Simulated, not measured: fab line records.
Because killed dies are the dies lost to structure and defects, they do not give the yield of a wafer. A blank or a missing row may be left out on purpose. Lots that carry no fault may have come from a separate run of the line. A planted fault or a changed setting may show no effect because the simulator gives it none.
fab line records	flow rit-cmos
[record] lots = 14	wafers = 42	last-day = 6
route steps=202 shown PRETRO@73 NSD@140 PSD@150 PLDD@159 M1@202
lots that met no fault: taken from a fault-free run of the same line
start-h: hours from the record's first day to the start of the lot's first wafer shown	wait-h: time in hours since the lot's previous step	" the same as in the row above	L1.1+2: a single row standing in for several wafers	- either no value or no given start	* or withheld: withheld	< > ~ a bound
route shown NAME@n: a module of which the file shows steps, and the number in the route of the first	usual: the fault-free wafers' mean and standard deviation	same: alike in all rows	chamber/n: place in a boat	sites: each site's reading	_std_site: the standard deviation of these	_edge_site: outer sites' mean less inner sites'	radius-mm: how far each site lies from the wafer's centre	mask NAME#n: copy n	behind: tool/chamber where the wafer was last shaped	hold: reason for holding the lot/hours on hold/outcome of the hold	device: transistor that didn't switch, given as n, p or np	end of line: the tests these same wafers got at the end of their route	for a step that has no rows: nothing shown but its recipe	killed: not the wafer's yield, but the dies lost to structure and defects at the first sort	map: the dies of a wafer, with x for killed, . for not killed, _ for no die there
set.NAME: the run value of the setting; set.NAME@STEP: its run value at that earlier step	model.NAME: the simulator's own value behind a step, which no gauge read
route steps across a sampled set of lots; one table per step, one row per wafer
services: the hour from which a tool's chamber was out of use, counted from the record's first day as start-h (under 0 if before that day), plus the number of hours and why
[[steps]]
[step RIT_PRETRO_STRIP_09]
[recipe] chemistry = O2	time-s = 180	resist = NOVOLAK	platen-temp-c = withheld	power-w = 500	pressure-mtorr = 4000	o2-flow-sccm = 4000
[usual] drypump-motor-current-A = 5.4/0.34	rf-refl-power-W = 7.2/1.1
lot.wafer	tool	chamber	start-h	wait-h	drypump-motor-current-A	rf-hours-counter-h	rf-refl-power-W
L409.1	plasma-asher-04	1	35.79	0.1	5.3	40	7.3
L409.5	"	0	"	"	5.9	-	4.8
L409.6	"	1	"	"	5.3	-	7.1
L410.1	plasma-asher-02	0	42.97	0.1	5.7	25	6.6
L410.4	"	0	"	"	5.7	-	6.7
L410.5	"	1	"	"	4.7	-	8.6
L411.1	plasma-asher-01	0	48.20	0.1	5.3	41	6.5
L411.2	"	1	"	"	5.5	41	7.9
L411.5	"	0	"	"	5.3	-	6.3
L412.2	plasma-asher-01	0	52.63	0.1	5.3	41	6.2
L412.5	"	1	"	"	5.6	-	8.3
L412.6	"	0	"	"	5.3	-	6.6
L415.2	plasma-asher-01	0	66.98	0.1	5.3	43	6.3
L415.5	"	1	"	"	5.5	-	8.4
L415.6	"	0	"	"	5.3	-	6.3
L416.3	plasma-asher-04	1	72.25	0.1	5.3	-	6.9
L416.4	"	0	"	"	6.0	-	5.2
L416.5	"	0	"	"	5.9	-	5.2
L418.1	plasma-asher-04	1	80.98	0.1	5.4	45	7.0
L418.2	"	0	"	"	5.9	45	4.9
L418.4	"	0	"	"	5.9	-	5.0
L419.2	plasma-asher-01	0	86.18	0.1	5.3	45	6.5
L419.5	"	1	"	"	5.6	-	8.2
L419.6	"	0	"	"	5.3	-	6.3
L420.1	plasma-asher-01	0	95.05	0.1	5.3	45	6.6
L420.4	"	0	"	"	5.3	-	6.6
L420.5	"	1	"	"	5.6	-	8.3
L421.2	plasma-asher-04	0	99.24	0.1	6.0	47	5.1
L421.3	"	1	"	"	5.3	-	6.9
L421.4	"	0	"	"	5.9	-	5.2
L424.1	plasma-asher-01	1	112.81	0.1	5.5	47	8.2
L424.3	"	1	"	"	5.6	-	8.3
L424.4	"	0	"	"	5.3	-	6.6
L425.2	plasma-asher-01	0	115.99	0.1	5.3	48	6.4
L425.3	"	1	"	"	5.5	-	8.2
L425.5	"	0	"	"	5.3	-	6.5
L426.2	plasma-asher-02	0	121.66	0.1	5.7	33	6.9
L426.3	"	1	"	"	4.8	-	8.5
L426.6	"	0	"	"	5.7	-	7.0
L427.1	plasma-asher-02	0	127.02	0.1	5.7	34	6.7
L427.4	"	1	"	"	4.8	-	8.6
L427.6	"	0	"	"	5.8	-	6.8
[step RIT_NSD_STRIP_09]
[recipe] chemistry = O2	time-s = 180	resist = NOVOLAK	platen-temp-c = withheld	power-w = 500	pressure-mtorr = 4000	o2-flow-sccm = 4000
[usual] drypump-motor-current-A = 5.4/0.37	rf-refl-power-W = 7.1/1.1
lot.wafer	tool	chamber	start-h	wait-h	drypump-motor-current-A	rf-hours-counter-h	rf-refl-power-W
L409.1	plasma-asher-04	0	53.40	0.1	5.9	42	5.2
L409.5	"	1	"	"	5.3	-	7.1
L409.6	"	0	"	"	5.9	-	5.1
L410.1	plasma-asher-01	1	58.63	0.1	5.6	42	8.1
L410.4	"	0	"	"	5.3	-	6.8
L410.5	"	1	"	"	5.6	-	8.2
L411.1	plasma-asher-04	1	63.41	0.1	5.4	43	6.6
L411.2	"	0	"	"	5.9	43	5.0
L411.5	"	1	"	"	5.4	-	7.3
L412.2	plasma-asher-04	0	68.06	0.1	5.9	44	5.0
L412.5	"	0	"	"	6.0	-	5.0
L412.6	"	1	"	"	5.3	-	7.0
L415.2	plasma-asher-01	0	83.72	0.1	5.3	44	6.5
L415.5	"	1	"	"	5.6	-	8.2
L415.6	"	0	"	"	5.3	-	6.3
L416.3	plasma-asher-01	1	87.76	0.1	5.6	-	8.3
L416.4	"	0	"	"	5.3	-	6.5
L416.5	"	1	"	"	5.6	-	8.4
L418.1	plasma-asher-01	0	98.05	0.1	5.3	46	6.5
L418.2	"	1	"	"	5.6	46	8.0
L418.4	"	0	"	"	5.3	-	6.4
L419.2	plasma-asher-02	1	104.00	0.1	4.7	31	8.5
L419.5	"	1	"	"	4.7	-	8.3
L419.6	"	0	"	"	5.8	-	6.5
L420.1	plasma-asher-02	1	110.89	0.1	4.7	32	8.6
L420.4	"	0	"	"	5.7	-	6.7
L420.5	"	0	"	"	5.7	-	6.8
L421.2	plasma-asher-01	0	120.04	0.1	5.3	48	6.6
L421.3	"	0	"	"	5.3	-	6.5
L421.4	"	1	"	"	5.5	-	8.5
L424.1	plasma-asher-04	0	128.78	0.1	5.9	1	5.5
L424.3	"	0	"	"	5.9	-	5.0
L424.4	"	1	"	"	5.3	-	6.5
L425.2	plasma-asher-02	0	132.29	0.1	5.7	34	6.7
L425.3	"	0	"	"	5.7	-	7.1
L425.5	"	1	"	"	4.7	-	8.3
L426.2	plasma-asher-01	1	137.40	0.1	5.6	50	8.1
L426.3	"	0	"	"	5.3	-	6.2
L426.6	"	0	"	"	5.3	-	6.5
L427.1	plasma-asher-04	1	143.67	0.1	5.4	3	7.4
L427.4	"	0	"	"	5.9	-	5.3
L427.6	"	0	"	"	5.9	-	5.5
[step RIT_PSD_IMPLANT_08]
[recipe] species = BF2	energy-kev = 27	dose-cm2 = 5e+15	tilt-deg = 7
[usual] beam-energy-keV = 27.001/0.0094	beam-on-s = 15.7/1.6	dose-ions-cm2 = 5.001e+15/6e+12	faraday-current-uA = 9901/930
lot.wafer	tool	chamber	start-h	wait-h	beam-energy-keV	beam-on-s	dose-ions-cm2	faraday-current-uA
L409.1	implanter-04	0	54.67	0.1	27.001	18.3	4.997e+15	8495
L409.5	"	0	"	"	27.007	17.6	4.995e+15	8837
L409.6	"	0	"	"	27.014	17.4	4.998e+15	8847
L410.1	implanter-02	0	60.02	0.1	27.004	14.1	5e+15	10880
L410.4	"	0	"	"	27.006	14.2	5.004e+15	10838
L410.5	"	0	"	"	27.016	14.9	4.999e+15	10434
L411.1	implanter-02	0	64.80	0.1	26.994	14.4	4.997e+15	10687
L411.2	"	0	"	"	26.980	14.1	4.991e+15	10933
L411.5	"	0	"	"	26.994	14.6	4.989e+15	10515
L412.2	implanter-02	0	69.36	0.1	26.999	14.6	4.99e+15	10544
L412.5	"	0	"	"	26.995	14.5	4.992e+15	10649
L412.6	"	0	"	"	27.003	14.5	4.999e+15	10660
L415.2	implanter-02	0	85.08	0.1	27.009	14.7	5.001e+15	10516
L415.5	"	0	"	"	27.001	14.0	5.003e+15	10967
L415.6	"	0	"	"	26.989	14.2	4.997e+15	10871
L416.3	implanter-04	0	89.14	0.1	26.992	17.0	5e+15	9163
L416.4	"	0	"	"	27.000	16.9	4.995e+15	9156
L416.5	"	0	"	"	26.999	18.1	5.005e+15	8604
L418.1	implanter-04	0	99.32	0.1	27.007	17.2	5.003e+15	8997
L418.2	"	0	"	"	27.005	17.1	5.005e+15	9052
L418.4	"	0	"	"	26.983	17.9	5.005e+15	8628
L419.2	implanter-04	0	105.55	0.1	27.007	18.0	5.007e+15	8610
L419.5	"	0	"	"	26.997	17.6	4.993e+15	8756
L419.6	"	0	"	"	27.002	17.5	5.013e+15	8863
L420.1	implanter-02	0	112.29	0.1	26.991	15.0	4.999e+15	10235
L420.4	"	0	"	"	27.000	14.1	5.004e+15	10864
L420.5	"	0	"	"	26.990	14.4	5e+15	10733
L421.2	implanter-02	0	121.46	0.1	26.989	14.8	5.001e+15	10489
L421.3	"	0	"	"	26.995	14.7	4.999e+15	10447
L421.4	"	0	"	"	27.008	14.2	5.006e+15	10846
L424.1	implanter-02	0	130.17	0.1	27.004	14.1	5e+15	10861
L424.3	"	0	"	"	27.013	14.6	4.993e+15	10508
L424.4	"	0	"	"	26.986	14.4	4.998e+15	10652
L425.2	implanter-04	0	133.59	0.1	27.023	31.7	8.828e+15	8692
L425.3	"	0	"	"	27.015	31.4	8.832e+15	8728
L425.5	"	0	"	"	27.023	32.1	8.821e+15	8517
L426.2	implanter-04	0	138.73	0.1	27.007	29.8	8.81e+15	9171
L426.3	"	0	"	"	26.990	31.1	8.812e+15	8837
L426.6	"	0	"	"	26.997	30.6	8.816e+15	8924
L427.1	implanter-02	0	145.07	0.1	26.998	14.5	5e+15	10665
L427.4	"	0	"	"	26.995	14.1	4.998e+15	10886
L427.6	"	0	"	"	27.004	14.5	4.999e+15	10605
[step RIT_PSD_TW_MEAS_10]
[usual] PSD_TW = 3413/19
lot.wafer	tool	chamber	start-h	wait-h	PSD_TW
L409.1	film-metro-04	-	55.00	0.1	3416
L409.5	"	-	"	"	3396
L409.6	"	-	"	"	3417
L410.1	film-metro-01	-	60.35	0.1	3442
L410.4	"	-	"	"	3425
L410.5	"	-	"	"	3426
L411.1	film-metro-04	-	65.13	0.1	3409
L411.2	"	-	"	"	3412
L411.5	"	-	"	"	3404
L412.2	film-metro-04	-	69.67	0.1	3406
L412.5	"	-	"	"	3383
L412.6	"	-	"	"	3394
L415.2	film-metro-04	-	85.39	0.1	3387
L415.5	"	-	"	"	3359
L415.6	"	-	"	"	3377
L416.3	film-metro-02	-	89.44	0.1	3430
L416.4	"	-	"	"	3411
L416.5	"	-	"	"	3409
L418.1	film-metro-04	-	99.65	0.1	3415
L418.2	"	-	"	"	3417
L418.4	"	-	"	"	3421
L419.2	film-metro-01	-	105.86	0.1	3428
L419.5	"	-	"	"	3408
L419.6	"	-	"	"	3413
L420.1	film-metro-02	-	112.61	0.1	3413
L420.4	"	-	"	"	3423
L420.5	"	-	"	"	3420
L421.2	film-metro-02	-	121.77	0.1	3422
L421.3	"	-	"	"	3427
L421.4	"	-	"	"	3396
L424.1	film-metro-02	-	130.50	0.1	3429
L424.3	"	-	"	"	3432
L424.4	"	-	"	"	3412
L425.2	film-metro-02	-	133.90	0.1	3587
L425.3	"	-	"	"	3567
L425.5	"	-	"	"	3596
L426.2	film-metro-02	-	139.04	0.1	3568
L426.3	"	-	"	"	3556
L426.6	"	-	"	"	3556
L427.1	film-metro-01	-	145.39	0.1	3414
L427.4	"	-	"	"	3415
L427.6	"	-	"	"	3401
[step RIT_SDANNEAL_RS_MEAS_04]
[recipe] thk-meas-gauge = four-point-probe
[usual] PSD_RS = 115.88/0.29
lot.wafer	tool	chamber	start-h	wait-h	PSD_RS[ohm/sq]
L409.1	film-metro-04	-	55.52	0.0	116.13
L409.5	"	-	"	"	116.32
L409.6	"	-	"	"	116.22
L410.1	film-metro-04	-	60.87	0.0	116.23
L410.4	"	-	"	"	116.23
L410.5	"	-	"	"	116.35
L411.1	film-metro-02	-	65.66	0.0	116.02
L411.2	"	-	"	"	115.86
L411.5	"	-	"	"	116.12
L412.2	film-metro-04	-	70.21	0.1	115.64
L412.5	"	-	"	"	115.71
L412.6	"	-	"	"	115.55
L415.2	film-metro-01	-	85.98	0.1	115.71
L415.5	"	-	"	"	115.43
L415.6	"	-	"	"	115.69
L416.3	film-metro-02	-	89.96	0.1	116.00
L416.4	"	-	"	"	116.18
L416.5	"	-	"	"	115.91
L418.1	film-metro-04	-	100.13	0.0	115.44
L418.2	"	-	"	"	115.16
L418.4	"	-	"	"	115.43
L419.2	film-metro-01	-	106.35	0.1	115.66
L419.5	"	-	"	"	115.97
L419.6	"	-	"	"	115.93
L420.1	film-metro-02	-	113.12	0.0	115.96
L420.4	"	-	"	"	116.02
L420.5	"	-	"	"	115.74
L421.2	film-metro-01	-	122.30	0.1	115.98
L421.3	"	-	"	"	115.87
L421.4	"	-	"	"	116.19
L424.1	film-metro-02	-	131.18	0.0	115.97
L424.3	"	-	"	"	115.56
L424.4	"	-	"	"	116.08
L425.2	film-metro-04	-	134.41	0.1	108.93
L425.3	"	-	"	"	109.51
L425.5	"	-	"	"	109.04
L426.2	film-metro-01	-	139.54	0.1	108.69
L426.3	"	-	"	"	109.04
L426.6	"	-	"	"	108.95
L427.1	film-metro-02	-	145.88	0.0	115.74
L427.4	"	-	"	"	116.10
L427.6	"	-	"	"	115.77
[step RIT_SDANNEAL_RS_MEAS_06]
[recipe] thk-meas-gauge = four-point-probe
[usual] PLDD_RS = 178.6/0.55
lot.wafer	tool	chamber	start-h	wait-h	PLDD_RS[ohm/sq]
L409.1	film-metro-04	-	55.76	0.1	178.2
L409.5	"	-	"	"	178.9
L409.6	"	-	"	"	177.9
L410.1	film-metro-04	-	61.11	0.1	178.2
L410.4	"	-	"	"	178.3
L410.5	"	-	"	"	178.2
L411.1	film-metro-02	-	65.90	0.1	179.6
L411.2	"	-	"	"	179.1
L411.5	"	-	"	"	179.4
L412.2	film-metro-04	-	70.45	0.1	177.7
L412.5	"	-	"	"	178.6
L412.6	"	-	"	"	177.7
L415.2	film-metro-01	-	86.22	0.1	178.2
L415.5	"	-	"	"	177.8
L415.6	"	-	"	"	178.5
L416.3	film-metro-02	-	90.20	0.1	179.4
L416.4	"	-	"	"	178.9
L416.5	"	-	"	"	178.8
L418.1	film-metro-04	-	100.37	0.1	177.7
L418.2	"	-	"	"	178.3
L418.4	"	-	"	"	178.4
L419.2	film-metro-01	-	106.59	0.1	178.7
L419.5	"	-	"	"	178.6
L419.6	"	-	"	"	179.0
L420.1	film-metro-02	-	113.36	0.1	179.5
L420.4	"	-	"	"	179.0
L420.5	"	-	"	"	179.5
L421.2	film-metro-01	-	122.54	0.1	178.4
L421.3	"	-	"	"	178.4
L421.4	"	-	"	"	178.3
L424.1	film-metro-02	-	131.42	0.1	179.0
L424.3	"	-	"	"	178.2
L424.4	"	-	"	"	178.8
L425.2	film-metro-04	-	134.65	0.1	178.5
L425.3	"	-	"	"	179.1
L425.5	"	-	"	"	178.7
L426.2	film-metro-01	-	139.78	0.1	178.5
L426.3	"	-	"	"	178.7
L426.6	"	-	"	"	178.5
L427.1	film-metro-02	-	146.12	0.1	178.4
L427.4	"	-	"	"	179.0
L427.6	"	-	"	"	178.4
[step RIT_M1_PROBE_99]
[usual] killed_at_M0_to_M3 = 0.0/0.22	killed-at-contacts = 0.0/0.18	killed-at-front-end = 7/3.1	killed-dies = 7/3.1	killed-open = 3.2/2.1	killed-short = 3.4/2
[same] gross-dies = 264	killed_at_M4_up = 0	killed-at-back-side = 0	killed-at-other = 0
lot.wafer	tool	chamber	start-h	wait-h	killed_at_M0_to_M3	killed-at-contacts	killed-at-front-end	killed-dies	killed-open	killed-short
L418.1	prober-02	-	108.67	0.1	0	0	11	11	8	3
L418.2	prober-02	-	108.72	0.1	0	0	4	4	0	4
L418.4	prober-02	-	108.82	0.2	0	0	13	13	7	6
L419.2	prober-01	-	113.76	0.1	0	0	7	7	5	2
L419.5	prober-01	-	113.91	0.2	0	0	5	5	1	4
L419.6	prober-01	-	113.96	0.2	0	0	4	4	4	0
L420.1	prober-02	-	120.72	0.1	0	0	4	4	1	3
L420.4	prober-02	-	120.87	0.2	0	1	9	10	5	5
L420.5	prober-02	-	120.92	0.2	0	0	5	5	3	2
L421.2	prober-02	-	130.78	0.1	0	0	10	10	6	4
L421.3	prober-02	-	130.83	0.2	0	0	3	3	2	1
L421.4	prober-02	-	130.88	0.2	0	0	9	9	3	6
L426.2	prober-01	-	146.82	0.1	0	0	3	3	1	2
L426.3	prober-01	-	146.87	0.2	0	0	6	6	5	1
L426.6	prober-01	-	147.02	0.2	0	0	5	5	4	1
// killed by level:class
L418.1 SPACER:geometric-particle:open=3 GATE:geometric-particle:open=2 FOX1:geometric-particle:short=1 FOX1:geometric-particle:open=1 FOX2:geometric-particle:open=1 GATE:geometric-particle:short=1 REOX:geometric-particle:short=1 SILICIDE:geometric-particle:open=1
L418.2 FOX1:geometric-particle:short=2 SPACER:geometric-particle:short=2
L418.4 SILICIDE:geometric-particle:open=3 GATE:geometric-particle:open=2 GATE:geometric-particle:short=2 REOX:geometric-particle:short=2 SILICIDE:geometric-particle:short=2 FOX2:geometric-particle:open=1 SPACER:geometric-particle:open=1
L419.2 GATE:geometric-particle:open=2 SPACER:geometric-particle:open=2 REOX:geometric-particle:open=1 REOX:geometric-particle:short=1 SPACER:geometric-particle:short=1
L419.5 GATE:geometric-particle:short=2 SPACER:geometric-particle:short=2 SILICIDE:geometric-particle:open=1
L419.6 GATE:geometric-particle:open=2 FOX2:geometric-particle:open=1 REOX:geometric-particle:open=1
L420.1 GATE:geometric-particle:short=1 REOX:geometric-particle:short=1 SPACER:geometric-particle:short=1 SPACER:geometric-particle:open=1
L420.4 SPACER:geometric-particle:open=3 SPACER:geometric-particle:short=3 GATE:geometric-particle:open=1 SILICIDE:geometric-particle:short=1 SILICIDE:geometric-particle:open=1 CONTACT:geometric-particle:short=1
L420.5 FOX1:geometric-particle:open=2 REOX:geometric-particle:short=1 SPACER:geometric-particle:short=1 SILICIDE:geometric-particle:open=1
L421.2 FOX1:geometric-particle:short=3 FOX1:geometric-particle:open=2 FOX2:geometric-particle:open=2 GATE:geometric-particle:open=1 REOX:geometric-particle:open=1 SPACER:geometric-particle:short=1
L421.3 GATE:geometric-particle:open=1 GATE:geometric-particle:short=1 SILICIDE:geometric-particle:open=1
L421.4 GATE:geometric-particle:short=3 FOX1:geometric-particle:short=2 GATE:geometric-particle:open=2 FOX1:geometric-particle:open=1 SPACER:geometric-particle:short=1
L426.2 GATE:geometric-particle:short=2 SILICIDE:geometric-particle:open=1
L426.3 GATE:geometric-particle:open=2 FOX1:geometric-particle:open=1 FOX2:geometric-particle:open=1 GATE:geometric-particle:short=1 REOX:geometric-particle:open=1
L426.6 FOX2:geometric-particle:open=2 FOX1:geometric-particle:open=1 GATE:geometric-particle:short=1 REOX:geometric-particle:open=1
[[services]]
tool	chamber	start-h	hours	kind
implanter-04	-	63.58	4.0	pm
implanter-04	-	81.70	2.1	repair
implanter-02	-	102.93	2.7	repair
plasma-asher-04	-	108.75	9.0	pm
plasma-asher-04	0	108.75	9.0	vent-cycle
plasma-asher-04	1	108.75	9.0	vent-cycle
plasma-asher-02	-	112.24	1.4	repair
plasma-asher-04	0	117.75	-	clean
plasma-asher-04	1	117.75	-	clean
plasma-asher-02	-	136.57	2.0	repair
implanter-02	-	138.28	5.8	repair
[[key]]
[first-sign] step = RIT_PSD_IMPLANT_08	reading = dose-ions-cm2	direction = up	sigmas = 99+	usual = 5.001e+15	struck = 8.82e+15
[effect] step = RIT_PSD_IMPLANT_08	reading = beam-on-s	direction = up	sigmas = 9.8	usual = 15.7	struck = 31.1
[effect] step = RIT_PSD_TW_MEAS_10	reading = PSD_TW	direction = up	sigmas = 8.3	usual = 3413	struck = 3572
[effect] step = RIT_SDANNEAL_RS_MEAS_04	reading = PSD_RS	direction = down	sigmas = 24	usual = 115.88	struck = 109.02
met-at RIT_PSD_IMPLANT_08
struck-lots L425,L426
tester-left-out L425,L426
not-acting-at RIT_PRETRO_STRIP_09,RIT_NSD_STRIP_09,RIT_SDANNEAL_RS_MEAS_06
onset-between 105.55 133.59
[fault] kind = process-parameter-drift	tool = implanter-04	chamber = -	onset-h = 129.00	steps = RIT_PSD_IMPLANT_08	channel = dose-cm2	offset = 3.8153e+15	shape = step	end-h = 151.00	acts-in = these-recipes-only	stated = 5e+15
// tester-left-out: of these lots the tester's yield and bins aren't shown, on N5 and GAA mostly nor the transistor test; their killed dies are dies lost to structure and defects alone, not to doping, threshold or leakage, so they don't give the yield
